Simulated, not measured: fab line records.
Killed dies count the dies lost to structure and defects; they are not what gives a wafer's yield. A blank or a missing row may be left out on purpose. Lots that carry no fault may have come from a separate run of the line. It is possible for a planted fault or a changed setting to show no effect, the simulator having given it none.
fab line records	flow rit_cmos
record lots=14	wafers=42	last_day=7
route steps=202 shown FOX2@23
lots that met no fault: from a run of the same line without faults
start_h: the number of hours between the record's first day and the start of the first shown wafer of the lot	wait_h: how many hours have passed since the lot's step before this one	" the same as in the row above	L1.1+2: a row that stands for several wafers	- either no value or no given start	* or withheld: withheld	< > ~ a bound
route shown NAME@n: NAME is a module with steps in the file, n the number in the route of the first one	usual: average and standard deviation across the fault-free wafers	same: alike in all rows	chamber/n: place in a boat	sites: readings site by site	_std_site: their standard deviation	_edge_site: outer sites' mean less inner sites'	radius_mm: how far each site lies from the wafer's centre	mask NAME#n: copy n	behind: the most recent tool/chamber to have shaped the wafer	hold: why the lot went on hold/how many hours it stayed there/how the hold came to an end	device: whichever transistor did not switch (one of n, p or np)	end of line: the route-end tests of the same wafers	a step given without rows: its recipe and nothing more	killed: count of dies lost to structure and defects at first sort (not the wafer's yield)	map: the dies of a wafer, with x for killed, . for not killed, _ for no die there
set.NAME: the run value of the setting; set.NAME@STEP: its run value at that earlier step	model.NAME: the simulator's own value behind a step, which no gauge read
a sample of lots followed through the steps of the route, with each step as a table and each wafer as a row
services: the hour from which a tool's chamber was out of use, counted from the record's first day as start_h (under 0 if before that day), plus the number of hours and why
## steps
# step RIT_FOX2_OXIDATION_00
# recipe temp_c=1100	ambient=H2O	target_thk_a=3507	p_h2o_torr=720	ox_time_s=1130
# usual spike_tc_centre_C=1102.9/1.2	spike_tc_load_C=1126.0/1.9	spike_tc_source_C=1125.5/1.9	tube_center_temp_C=1100/0.1	tube_center_temp_C_max=1102.8/0.44	zone_power_centre_pct=55/4.4
lot.wafer	tool	chamber	start_h	wait_h	spike_tc_centre_C	spike_tc_load_C	spike_tc_source_C	tube_center_temp_C	tube_center_temp_C_max	zone_power_centre_pct
L436.2	furnace-01	0	19.60	1.1	1101.9	1126.6	1127.4	1100	1103.3	57
L436.4	"	0	"	"	1100.9	1125.2	1128.2	1100	1102.6	56
L436.6	"	0	"	"	1102.2	1125.9	1127.9	1099.9	1102.8	58
L437.3	furnace-01	0	22.41	0.0	1102.1	1126.6	1127.6	1100.1	1103.2	57
L437.5	"	0	"	"	1102.1	1127.2	1127.9	1100	1103.0	57
L437.6	"	0	"	"	1102.1	1125.3	1127.1	1100	1102.8	56
L438.1	furnace-03	0	27.12	0.0	1103.1	1127.7	1123.5	1100	1102.8	50
L438.2	"	0	"	"	1101.6	1127.1	1123.5	1100	1103.0	50
L438.5	"	0	"	"	1102.4	1127.1	1124.3	1099.9	1102.3	49
L439.1	furnace-04	0	32.74	0.1	1104.2	1122.9	1123.9	1099.9	1102.5	61
L439.2	"	0	"	"	1103.6	1122.8	1124.4	1100	1102.9	63
L439.3	"	0	"	"	1104.1	1123.7	1123.8	1100.2	1103.1	62
L441.2	furnace-03	0	44.00	0.0	1103.3	1127.6	1122.8	1100.1	1103.0	50
L441.3	"	0	"	"	1100.9	1127.5	1124.7	1100	1102.4	50
L441.4	"	0	"	"	1101.5	1126.2	1124.6	1100	1102.5	50
L442.1	furnace-03	0	48.43	0.0	1103.7	1126.9	1123.8	1100.1	1102.9	50
L442.2	"	0	"	"	1102.9	1126.0	1124.7	1100	1103.3	50
L442.4	"	0	"	"	1103.7	1126.4	1122.3	1100	1102.9	51
L443.3	furnace-01	0	54.15	0.0	1103.4	1128.9	1127.7	1100.1	1103.5	57
L443.5	"	0	"	"	1102.9	1126.2	1125.8	1100	1102.0	57
L443.6	"	0	"	"	1103.3	1126.0	1128.2	1099.9	1103.3	57
L444.3	furnace-01	0	60.21	1.7	1103.6	1126.8	1128.4	1099.9	1101.9	57
L444.4	"	0	"	"	1102.5	1127.2	1128.0	1099.9	1102.0	57
L444.5	"	0	"	"	1103.1	1127.9	1127.7	1100	1102.4	57
L446.1	furnace-04	0	69.01	0.1	1104.4	1121.8	1123.4	1100	1103.1	62
L446.4	"	0	"	"	1103.8	1120.9	1123.8	1100.2	1102.4	62
L446.5	"	0	"	"	1103.5	1121.6	1123.1	1100.1	1102.6	61
L447.1	furnace-01	0	72.59	0.0	1116.9	1140.7	1143.5	1114.9	1118.3	58
L447.4	"	0	"	"	1116.9	1144.8	1143.4	1115	1117.9	59
L447.5	"	0	"	"	1117.3	1142.1	1141.7	1114.8	1117.1	59
L449.1	furnace-03	0	83.54	0.0	1103.3	1126.2	1124.0	1100	1103.1	50
L449.3	"	0	"	"	1102.1	1126.5	1125.5	1100	1102.7	49
L449.4	"	0	"	"	1105.6	1127.0	1124.3	1100.1	1102.8	50
L450.1	furnace-01	0	89.33	0.0	1118.6	1140.9	1141.2	1115	1117.0	58
L450.2	"	0	"	"	1115.7	1143.0	1141.7	1114.9	1118.6	58
L450.4	"	0	"	"	1117.4	1140.4	1141.3	1115.2	1117.8	59
L451.1	furnace-04	0	92.23	0.0	1104.1	1121.7	1123.4	1100	1102.3	62
L451.2	"	0	"	"	1104.1	1122.0	1125.4	1100	1102.8	61
L451.4	"	0	"	"	1104.1	1121.6	1124.7	1100.1	1102.5	61
L457.3	furnace-03	0	122.49	0.0	1102.4	1127.6	1123.3	1100.1	1103.6	49
L457.4	"	0	"	"	1101.5	1127.3	1125.4	1100.1	1103.8	50
L457.5	"	0	"	"	1103.0	1125.8	1123.9	1099.8	1102.8	50
# step RIT_FOX2_THK_MEAS_01
# recipe reads=SiO2_of_FOX2_OXIDATION_00
# usual FOX2_OXIDE_THK=354/7.1
lot.wafer	tool	chamber	start_h	wait_h	FOX2_OXIDE_THK[nm]
L436.2	film_metro-02	-	20.93	0.0	348
L436.4	"	-	"	"	355
L436.6	"	-	"	"	351
L437.3	film_metro-03	-	23.74	0.0	356
L437.5	"	-	"	"	351
L437.6	"	-	"	"	351
L438.1	film_metro-01	-	28.44	0.0	362
L438.2	"	-	"	"	376
L438.5	"	-	"	"	369
L439.1	film_metro-03	-	34.05	0.0	346
L439.2	"	-	"	"	341
L439.3	"	-	"	"	343
L441.2	film_metro-01	-	45.33	0.0	365
L441.3	"	-	"	"	367
L441.4	"	-	"	"	369
L442.1	film_metro-03	-	49.74	0.0	358
L442.2	"	-	"	"	363
L442.4	"	-	"	"	354
L443.3	film_metro-03	-	55.49	0.0	352
L443.5	"	-	"	"	349
L443.6	"	-	"	"	346
L444.3	film_metro-02	-	61.54	0.0	351
L444.4	"	-	"	"	355
L444.5	"	-	"	"	357
L446.1	film_metro-01	-	70.32	0.0	348
L446.4	"	-	"	"	345
L446.5	"	-	"	"	342
L447.1	film_metro-01	-	73.91	0.0	377
L447.4	"	-	"	"	375
L447.5	"	-	"	"	375
L449.1	film_metro-02	-	84.86	0.0	352
L449.3	"	-	"	"	351
L449.4	"	-	"	"	355
L450.1	film_metro-02	-	90.65	0.0	378
L450.2	"	-	"	"	374
L450.4	"	-	"	"	374
L451.1	film_metro-03	-	93.55	0.0	344
L451.2	"	-	"	"	340
L451.4	"	-	"	"	345
L457.3	film_metro-01	-	123.83	0.0	357
L457.4	"	-	"	"	350
L457.5	"	-	"	"	352
# step RIT_FOX2_THK_MEAS_90
# recipe reads=SiO2_of_FOX2_OXIDATION_00
# usual FIELD_OXIDE_LEFT_1_THK=326/7.1
lot.wafer	tool	chamber	start_h	wait_h	FIELD_OXIDE_LEFT_1_THK[nm]
L436.2	film_metro-02	-	21.95	0.0	321
L436.4	"	-	"	"	327
L436.6	"	-	"	"	323
L437.3	film_metro-03	-	24.76	0.0	329
L437.5	"	-	"	"	324
L437.6	"	-	"	"	324
L438.1	film_metro-01	-	29.31	0.0	335
L438.2	"	-	"	"	349
L438.5	"	-	"	"	342
L439.1	film_metro-01	-	35.01	0.0	318
L439.2	"	-	"	"	313
L439.3	"	-	"	"	316
L441.2	film_metro-02	-	46.20	0.0	338
L441.3	"	-	"	"	339
L441.4	"	-	"	"	342
L442.1	film_metro-03	-	50.62	0.0	330
L442.2	"	-	"	"	335
L442.4	"	-	"	"	328
L443.3	film_metro-01	-	56.36	0.0	324
L443.5	"	-	"	"	321
L443.6	"	-	"	"	319
L444.3	film_metro-02	-	62.49	0.0	324
L444.4	"	-	"	"	328
L444.5	"	-	"	"	330
L446.1	film_metro-03	-	71.20	0.0	320
L446.4	"	-	"	"	318
L446.5	"	-	"	"	315
L447.1	film_metro-02	-	74.85	0.0	350
L447.4	"	-	"	"	348
L447.5	"	-	"	"	348
L449.1	film_metro-03	-	85.73	0.0	325
L449.3	"	-	"	"	324
L449.4	"	-	"	"	328
L450.1	film_metro-02	-	91.52	0.0	351
L450.2	"	-	"	"	347
L450.4	"	-	"	"	347
L451.1	film_metro-03	-	94.42	0.0	317
L451.2	"	-	"	"	313
L451.4	"	-	"	"	318
L457.3	film_metro-02	-	124.70	0.0	329
L457.4	"	-	"	"	323
L457.5	"	-	"	"	324
# step RIT_FOX2_THK_MEAS_91
# recipe reads=SiO2_of_FOX2_OXIDATION_00
# usual FIELD_OXIDE_LEFT_2_THK=258/7
lot.wafer	tool	chamber	start_h	wait_h	FIELD_OXIDE_LEFT_2_THK[nm]
L436.2	film_metro-02	-	35.02	0.0	253
L436.4	"	-	"	"	259
L436.6	"	-	"	"	255
L437.3	film_metro-02	-	37.59	0.0	261
L437.5	"	-	"	"	256
L437.6	"	-	"	"	256
L438.1	film_metro-03	-	41.74	0.0	267
L438.2	"	-	"	"	280
L438.5	"	-	"	"	273
L439.1	film_metro-03	-	47.38	0.0	251
L439.2	"	-	"	"	246
L439.3	"	-	"	"	249
L441.2	film_metro-01	-	58.40	0.0	269
L441.3	"	-	"	"	272
L441.4	"	-	"	"	274
L442.1	film_metro-01	-	63.14	0.0	262
L442.2	"	-	"	"	267
L442.4	"	-	"	"	259
L443.3	film_metro-02	-	68.76	0.0	256
L443.5	"	-	"	"	253
L443.6	"	-	"	"	250
L444.3	film_metro-01	-	75.09	0.0	255
L444.4	"	-	"	"	259
L444.5	"	-	"	"	261
L446.1	film_metro-01	-	83.30	0.0	252
L446.4	"	-	"	"	249
L446.5	"	-	"	"	246
L447.1	film_metro-02	-	87.30	0.0	283
L447.4	"	-	"	"	282
L447.5	"	-	"	"	281
L449.1	film_metro-01	-	98.13	0.0	256
L449.3	"	-	"	"	256
L449.4	"	-	"	"	259
L450.1	film_metro-02	-	104.03	0.0	284
L450.2	"	-	"	"	279
L450.4	"	-	"	"	279
L451.1	film_metro-02	-	106.70	0.0	249
L451.2	"	-	"	"	245
L451.4	"	-	"	"	250
L457.3	film_metro-02	-	136.87	0.0	262
L457.4	"	-	"	"	255
L457.5	"	-	"	"	256
## services
tool	chamber	start_h	hours	kind
furnace-03	-	6.85	3.5	pm
furnace-04	-	13.54	8.1	pm
furnace-01	-	29.84	4.3	pm
furnace-03	-	94.24	2.5	pm
furnace-01	-	108.52	3.8	pm
## key
first_sign step=RIT_FOX2_OXIDATION_00	reading=tube_center_temp_C	direction=up	sigmas=99+	usual=*	struck=*
effect step=RIT_FOX2_OXIDATION_00	reading=tube_center_temp_C_max	direction=up	sigmas=34	usual=*	struck=*
effect step=RIT_FOX2_THK_MEAS_01	reading=FOX2_OXIDE_THK	direction=up	sigmas=3.1	usual=354	struck=376
effect step=RIT_FOX2_THK_MEAS_90	reading=FIELD_OXIDE_LEFT_1_THK	direction=up	sigmas=3.1	usual=326	struck=348
effect step=RIT_FOX2_THK_MEAS_91	reading=FIELD_OXIDE_LEFT_2_THK	direction=up	sigmas=3.3	usual=258	struck=281
met_at RIT_FOX2_OXIDATION_00
struck_lots L447,L450
tester_left_out L447,L450
onset_between 60.21 72.59
fault kind=process_parameter_drift	tool=furnace-01	chamber=-	onset_h=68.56	steps=RIT_FOX2_OXIDATION_00	channel=temp_c	offset=*	shape=step	end_h=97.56	acts_in=*	stated=*
# tester_left_out: of these lots the tester's yield and bins aren't shown, on N5 and GAA mostly nor the transistor test; their killed dies are dies lost to structure and defects alone, not to doping, threshold or leakage, so they don't give the yield
